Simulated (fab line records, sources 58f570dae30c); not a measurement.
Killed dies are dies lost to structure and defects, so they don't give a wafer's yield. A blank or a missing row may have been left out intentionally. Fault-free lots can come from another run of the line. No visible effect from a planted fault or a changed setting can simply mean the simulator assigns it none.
fab line records    flow berkeleyCmos170
[record] lots = 7  wafers = 21  lastDay = 12
route steps=331 shown ACTIVE@63
lots that met no fault: from a run of the same line without faults
startH: start of the lot's first displayed wafer, in hours after the record's first day    waitH: how many hours have passed since the lot's step before this one    " repeats the value in the row above    L1.1+2: a row that stands for several wafers    - value missing, or start not given    * or withheld: withheld    < > ~ a bound
route shown NAME@n: names a module that has steps shown in the file, with the first one's number in the route    usual: average and standard deviation across the fault-free wafers    same: alike in all rows    chamber/n: place in a boat    sites: each site's reading    _std_site: the standard deviation of these    _edge_site: inner sites' mean taken away from outer sites' mean    radiusMm: how far each site lies from the wafer's centre    mask NAME#n: copy n    behind: tool/chamber where the wafer was last shaped    hold: reason for holding the lot/hours on hold/outcome of the hold    device: names the non-switching transistor (n, p or np)    end of line: tests of these same wafers at the route's end    where a step has no rows: the recipe by itself    killed: dies lost to structure and defects at the first sort, not the wafer's yield    map: shows each die of a wafer: x if killed, . if not, _ if none is there
set.NAME: the setting the step ran with; set.NAME@STEP: the setting that earlier step ran with    model.NAME: the simulator's own value behind a step, which no gauge read
lots at some steps of the route; a table a step, a row a wafer
services: the hour from which a tool's chamber was out of use, counted from the record's first day as startH (under 0 if before that day), plus the number of hours and why
[[steps]]
[step UCB170_ACTIVE_THK_MEAS_03]
[recipe] reads = SiO2_of_ACTIVE_OXIDATION_02
[usual] ACTIVE_OXIDE_THK = 26.5/0.48
lot.wafer  tool          chamber  startH  waitH  ACTIVE_OXIDE_THK[nm]
L869.1     filmMetro-02  -        117.37  0.0    26.4
L869.5     "             -        "       "      26.4
L869.6     "             -        "       "      26.2
L874.2     filmMetro-04  -        153.48  0.0    26.9
L874.5     "             -        "       "      27.1
L874.6     "             -        "       "      27.2
L877.2     filmMetro-04  -        159.71  0.0    27.6
L877.3     "             -        "       "      27.4
L877.6     "             -        "       "      27.1
L876.3     filmMetro-02  -        159.72  0.0    26.2
L876.4     "             -        "       "      26.2
L876.5     "             -        "       "      27.0
L878.2     filmMetro-01  -        166.47  0.0    26.3
L878.3     "             -        "       "      26.0
L878.5     "             -        "       "      26.2
L879.2     filmMetro-02  -        166.47  0.0    27.0
L879.3     "             -        "       "      26.6
L879.4     "             -        "       "      26.5
L881.3     filmMetro-04  -        183.02  0.0    26.8
L881.4     "             -        "       "      26.7
L881.6     "             -        "       "      26.0
[step UCB170_ACTIVE_ANNEAL_04]
[recipe] tempC = 1000  timeS = 900  ambient = N2
[step UCB170_ACTIVE_CVD_05]
[recipe] material = Si3N4  targetThkNm = 220  tempC = 800  precursor = SiH2Cl2/NH3  timeS = 3300  pressureMtorr = 200  sih2cl2FlowSccm = 25  nh3FlowSccm = 75
[step UCB170_ACTIVE_THK_MEAS_06]
[recipe] reads = Si3N4_of_ACTIVE_CVD_05
[usual] ACTIVE_NITRIDE_THK = 220.6/2.1
lot.wafer  tool          chamber  startH  waitH  ACTIVE_NITRIDE_THK[nm]
L869.1     filmMetro-02  -        124.91  0.1    220.3
L869.5     "             -        "       "      218.1
L869.6     "             -        "       "      219.6
L874.2     filmMetro-02  -        163.84  0.0    217.1
L874.5     "             -        "       "      218.8
L874.6     "             -        "       "      220.2
L877.2     filmMetro-04  -        167.04  0.0    221.3
L877.3     "             -        "       "      221.5
L877.6     "             -        "       "      220.2
L876.3     filmMetro-01  -        167.05  0.0    216.3
L876.4     "             -        "       "      216.6
L876.5     "             -        "       "      214.7
L878.2     filmMetro-04  -        173.97  0.0    218.0
L878.3     "             -        "       "      218.0
L878.5     "             -        "       "      219.3
L879.2     filmMetro-01  -        173.97  0.0    221.3
L879.3     "             -        "       "      223.4
L879.4     "             -        "       "      221.7
L881.3     filmMetro-02  -        190.84  0.0    218.8
L881.4     "             -        "       "      220.9
L881.6     "             -        "       "      220.0
[step UCB170_ACTIVE_HMDS_07]
[recipe] primeTimeS = 60  primeTempC = 100
[step UCB170_ACTIVE_COAT_08]
[recipe] resist = KrF  spinRpm = 1500  resistThkNm = 900
[step UCB170_ACTIVE_SOFTBAKE_09]
[recipe] resist = KrF  tempC = 130  timeS = 60
[step UCB170_ACTIVE_EXPOSE_10]
[recipe] maskId = ACTIVE  targetCdNm = 1200  na = 0.5  sigmaOuter = 0.6  sourceShape = conventional  doseMj = 20
[step UCB170_ACTIVE_PEB_11]
[recipe] pebTempC = 130  pebTimeS = withheld  resist = KrF
[step UCB170_ACTIVE_DEVELOP_12]
[recipe] developer = TMAH  developTimeS = 45  resist = KrF  devTempC = 21
[step UCB170_ACTIVE_CD_MEAS_13]
[recipe] targetCdNm = 1200
[usual] cdNm = 1199.6/1.3
lot.wafer  tool      chamber  startH  waitH  cdNm
L869.1     cdSem-02  -        126.24  -      1200.1
L869.5     "         -        "       "      1200.9
L869.6     "         -        "       "      1199.0
L874.2     cdSem-02  -        165.02  -      1200.2
L874.5     "         -        "       "      1201.0
L874.6     "         -        "       "      1199.1
L876.3     cdSem-01  -        168.64  -      1199.8
L876.4     "         -        "       "      1198.7
L876.5     "         -        "       "      1200.2
L877.2     cdSem-02  -        168.73  -      1198.8
L877.3     "         -        "       "      1199.7
L877.6     "         -        "       "      1199.9
L879.2     cdSem-02  -        175.11  -      1198.8
L879.3     "         -        "       "      1197.3
L879.4     "         -        "       "      1198.5
L878.2     cdSem-02  -        175.46  -      1198.7
L878.3     "         -        "       "      1198.0
L878.5     "         -        "       "      1198.4
L881.3     cdSem-02  -        191.97  -      1200.4
L881.4     "         -        "       "      1198.4
L881.6     "         -        "       "      1199.5
[step UCB170_ACTIVE_OVL_MEAS_14]
[usual] ACTIVE_OVL = -4/6.1
lot.wafer  tool        chamber  startH  waitH  ACTIVE_OVL[nm]
L869.1     overlay-01  -        126.36  0.1    -13
L869.5     "           -        "       "      -6
L869.6     "           -        "       "      -2
L874.2     overlay-01  -        165.13  0.1    -2
L874.5     "           -        "       "      -7
L874.6     "           -        "       "      -2
L876.3     overlay-02  -        168.73  0.1    -16
L876.4     "           -        "       "      -10
L876.5     "           -        "       "      -10
L877.2     overlay-02  -        168.83  0.1    2
L877.3     "           -        "       "      -6
L877.6     "           -        "       "      -8
L879.2     overlay-01  -        175.21  0.1    1
L879.3     "           -        "       "      8
L879.4     "           -        "       "      0
L878.2     overlay-01  -        175.57  0.1    -2
L878.3     "           -        "       "      -8
L878.5     "           -        "       "      -14
L881.3     overlay-01  -        192.06  0.1    -21
L881.4     "           -        "       "      -8
L881.6     "           -        "       "      -13
[step UCB170_ACTIVE_ETCH_15]
[recipe] chemistry = CH3F/Ar/O2  target = Si3N4  stopOn = SiO2  CH3F_flow_sccm = 20  Ar_flow_sccm = 50  O2_flow_sccm = 7  pressureMtorr = 50  rfW = 450  targetDepthA = 2420  overEtchFrac = 0.1  timeS = 151
[usual] drypumpMotorCurrentA = 5.7/0.51  oesProductAu = 0.938/0.012  throttleValvePct = 8.09/0.12
lot.wafer  tool        chamber  startH  waitH  drypumpMotorCurrentA  oesProductAu  rfHoursCounterH  throttleValvePct  model.KrF_of_ACTIVE_COAT_08.thkNm  model.SiO2_of_ACTIVE_OXIDATION_02.thkNm
L869.1     rieDiel-01  0        126.39  0.0    5.2                   0.944         156              8.02              728.3                              22.42
L869.5     "           1        "       "      5.8                   0.920         -                8.26              731.6                              22.14
L869.6     "           2        "       "      5.4                   0.913         -                7.80              731.9                              22.61
L874.2     rieDiel-03  3        165.16  0.0    5.8                   0.938         48               8.07              730.2                              23.18
L874.5     "           0        "       "      6.7                   0.939         -                8.16              726.7                              23.47
L874.6     "           3        "       "      5.8                   0.944         -                8.07              727                                23.46
L876.3     rieDiel-02  3        168.76  0.0    5.3                   0.940         12               8.00              728.3                              22.53
L876.4     "           0        "       "      5.5                   0.931         132              8.03              725.4                              21.79
L876.5     "           2        "       "      6.2                   0.921         -                8.07              717.9                              23.12
L877.2     rieDiel-03  3        168.86  0.0    5.8                   0.935         48               8.05              629.9                              0.5845
L877.3     "           1        "       "      5.2                   0.959         0                8.08              637.4                              0.7045
L877.6     "           3        "       "      5.8                   0.933         -                8.06              633.5                              0.1844
L879.2     rieDiel-02  1        175.24  0.0    6.0                   0.924         17               8.15              730.3                              23.28
L879.3     "           2        "       "      6.3                   0.951         46               8.05              723                                22.67
L879.4     "           3        "       "      5.3                   0.956         13               8.02              729.2                              22.91
L878.2     rieDiel-03  0        175.60  0.0    6.7                   0.945         3                8.13              639.8                              0
L878.3     "           1        "       "      5.3                   0.940         1                8.10              638.9                              0
L878.5     "           3        "       "      5.8                   0.946         -                8.07              632.4                              0
L881.3     rieDiel-03  0        192.09  0.0    6.7                   0.945         3                8.12              624                                0
L881.4     "           1        "       "      5.2                   0.954         1                8.08              624.7                              0
L881.6     "           0        "       "      6.7                   0.946         -                8.13              630                                0
[step UCB170_ACTIVE_STRIP_16]
[recipe] chemistry = O2  powerW = 400  pressureMtorr = 3500  platenTempC = withheld  o2FlowSccm = 400  overashFraction = 0.5
[usual] drypumpMotorCurrentA = 5.7/0.39  oesProductAu = 0.721/0.0051  stripTimeToEndpointS = 18.10/0.093
[same] overashFraction = 0.5
lot.wafer  tool            chamber  startH  waitH  drypumpMotorCurrentA  oesProductAu  rfHoursCounterH  stripTimeToEndpointS
L869.1     plasmaAsher-03  1        126.49  0.1    4.9                   0.717         39               18.19
L869.5     "               1        "       "      4.9                   0.717         -                18.27
L869.6     "               0        "       "      6.1                   0.729         -                18.27
L874.2     plasmaAsher-01  1        165.26  0.1    6.0                   0.720         42               18.21
L874.5     "               1        "       "      6.0                   0.726         -                18.15
L874.6     "               0        "       "      6.1                   0.711         -                18.13
L876.3     plasmaAsher-04  1        168.89  0.1    5.7                   0.718         -                18.17
L876.4     "               0        "       "      5.4                   0.713         -                18.10
L876.5     "               1        "       "      5.6                   0.724         -                17.93
L877.2     plasmaAsher-03  0        168.96  0.1    6.1                   0.718         43               15.90
L877.3     "               1        "       "      4.9                   0.718         -                16.00
L877.6     "               0        "       "      6.1                   0.719         -                15.91
L879.2     plasmaAsher-01  1        175.34  0.1    6.0                   0.721         43               18.24
L879.3     "               1        "       "      6.0                   0.718         -                18.04
L879.4     "               0        "       "      6.1                   0.721         -                18.19
L878.2     plasmaAsher-04  0        175.70  0.1    5.4                   0.720         39               16.06
L878.3     "               1        "       "      5.7                   0.715         -                16.03
L878.5     "               1        "       "      5.6                   0.719         -                15.89
L881.3     plasmaAsher-01  0        192.22  0.1    6.1                   0.718         -                15.75
L881.4     "               1        "       "      6.0                   0.719         -                15.76
L881.6     "               0        "       "      6.1                   0.723         -                15.88
[step UCB170_ACTIVE_CD_MEAS_90]
[recipe] targetCdNm = 1200
[usual] cdNm = 1199.6/1.3
lot.wafer  tool      chamber  startH  waitH  cdNm
L869.1     cdSem-02  -        126.59  0.1    1199.7
L869.5     "         -        "       "      1200.8
L869.6     "         -        "       "      1199.3
L874.2     cdSem-02  -        165.38  0.1    1200.3
L874.5     "         -        "       "      1200.9
L874.6     "         -        "       "      1199.2
L876.3     cdSem-02  -        169.00  0.1    1199.0
L876.4     "         -        "       "      1198.5
L876.5     "         -        "       "      1200.0
L877.2     cdSem-01  -        169.08  0.1    1198.6
L877.3     "         -        "       "      1198.3
L877.6     "         -        "       "      1198.4
L879.2     cdSem-01  -        175.50  0.1    1198.9
L879.3     "         -        "       "      1197.8
L879.4     "         -        "       "      1198.8
L878.2     cdSem-02  -        175.82  0.1    1197.6
L878.3     "         -        "       "      1197.2
L878.5     "         -        "       "      1197.7
L881.3     cdSem-01  -        192.33  0.1    1199.1
L881.4     "         -        "       "      1197.5
L881.6     "         -        "       "      1198.4
[[services]]
tool        chamber  startH  hours  kind
rieDiel-03  0        103.39  17.9   repair
rieDiel-01  0        143.17  -      clean
rieDiel-01  0        143.17  19.4   scheduledDown
rieDiel-01  0        143.17  19.4   ventCycle
rieDiel-03  1        144.20  -      clean
rieDiel-03  1        144.20  20.3   scheduledDown
rieDiel-03  1        144.20  20.3   ventCycle
rieDiel-02  1        144.67  2.2    repair
rieDiel-02  1        158.40  6.3    repair
rieDiel-01  3        181.72  2.2    repair
[[key]]
[firstSign] step = UCB170_ACTIVE_STRIP_16  reading = stripTimeToEndpointS  direction = down  sigmas = 24  usual = *  struck = *
[effect] step = UCB170_ACTIVE_CD_MEAS_90  reading = cdNm  direction = down  sigmas = 1.2  usual = 1199.6  struck = 1198.1
[modelEffect] step = UCB170_ACTIVE_ETCH_15  value = KrF_of_ACTIVE_COAT_08.thkNm  without = 725.2  struck = 632.3
metAt UCB170_ACTIVE_ETCH_15
struckWafers L877.2,L877.3,L877.6,L878.2,L878.3,L878.5,L881.3,L881.4,L881.6
laterRowsLeftOut L878.2,L878.3,L878.5,L881.3,L881.4,L881.6
sortLeftOut L877.2,L877.3,L877.6,L878.2,L878.3,L878.5,L881.3,L881.4,L881.6
testerLeftOut L877,L878,L881
onsetBetween 165.16 168.86
[fault] kind = processParameterDrift  tool = rieDiel-03  chamber = -  onsetH = 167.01  steps = UCB170_ACTIVE_ETCH_15  channel = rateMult  offset = 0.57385  shape = step  endH = 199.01
// testerLeftOut: of these lots the tester's yield and bins aren't shown, on N5 and GAA mostly nor the transistor test; their killed dies are dies lost to structure and defects alone, not to doping, threshold or leakage, so they don't give the yield
// sortLeftOut: the simulated sort isn't trusted on such a fault, so these wafers' sort isn't shown, and their yield isn't known
// laterRowsLeftOut: the simulator's readings of these wafers behind a module that went badly wrong aren't trusted and aren't shown, but for the sort
